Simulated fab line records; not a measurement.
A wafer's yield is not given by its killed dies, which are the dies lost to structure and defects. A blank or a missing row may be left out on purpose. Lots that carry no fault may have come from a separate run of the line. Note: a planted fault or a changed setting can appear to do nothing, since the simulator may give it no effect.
One fault through the eyes of 2 desks -- flow berkeley cmos170 -- numbers are kept per desk, each desk with only its own; the story behind them comes last

AT THE METROLOGY DESK
What the gauges read, lot by lot, whatever tool the lot ran on: means of the sampled wafers that have a number. A lot is out of limits, marked OUT, if its mean lies more than 4 standard deviations from the usual mean; the brackets give that distance.
Columns: A = CONTACT_PSG_THK at UCB170_CONTACT_THK_MEAS_02, usual 700 nm; B = cd nm at UCB170_CONTACT_CD_MEAS_15, usual 699.8 nm; C = CONTACT_OVL at UCB170_CONTACT_OVL_MEAS_16, usual 1 nm
lot,first seen here,A,B,C
L369,day 8 21:56,700,699.8,-2
L370,day 9 23:44,695,701.1,3
L381,day 11 16:18,696,701.8,3
L380,day 11 17:25,703,703.2,0
L383,day 12 01:26,701,701.0,2
L385,day 12 18:09,691,699.1,1
This desk's finding: nothing out of limits on any of the 6 lots.

THE TOOL OWNER'S DESK: litho track-02
The tool's own readings at UCB170_CONTACT_COAT_10 (resist thk 900 nm): means of the sampled wafers that have a number, for each lot that ran on this tool. A lot is out of limits, marked OUT, if its mean lies more than 4 standard deviations from the usual mean; the brackets give that distance.
Columns: A = spin speed rpm at UCB170_CONTACT_COAT_10, usual 1499.9 rpm
lot,first seen here,A
L369,day 8 23:00,1500.7
L370,day 10 01:00,1498.3
L381,day 11 17:00,1499.7
L380,day 11 18:00,1499.1
This desk's finding: nothing out of limits on any of the 4 lots.

BROUGHT TOGETHER
From the metrology desk's view, nothing was out of limits.
The tool owner's desk saw nothing out of limits.

WHAT THE SIMULATOR HAD PUT IN
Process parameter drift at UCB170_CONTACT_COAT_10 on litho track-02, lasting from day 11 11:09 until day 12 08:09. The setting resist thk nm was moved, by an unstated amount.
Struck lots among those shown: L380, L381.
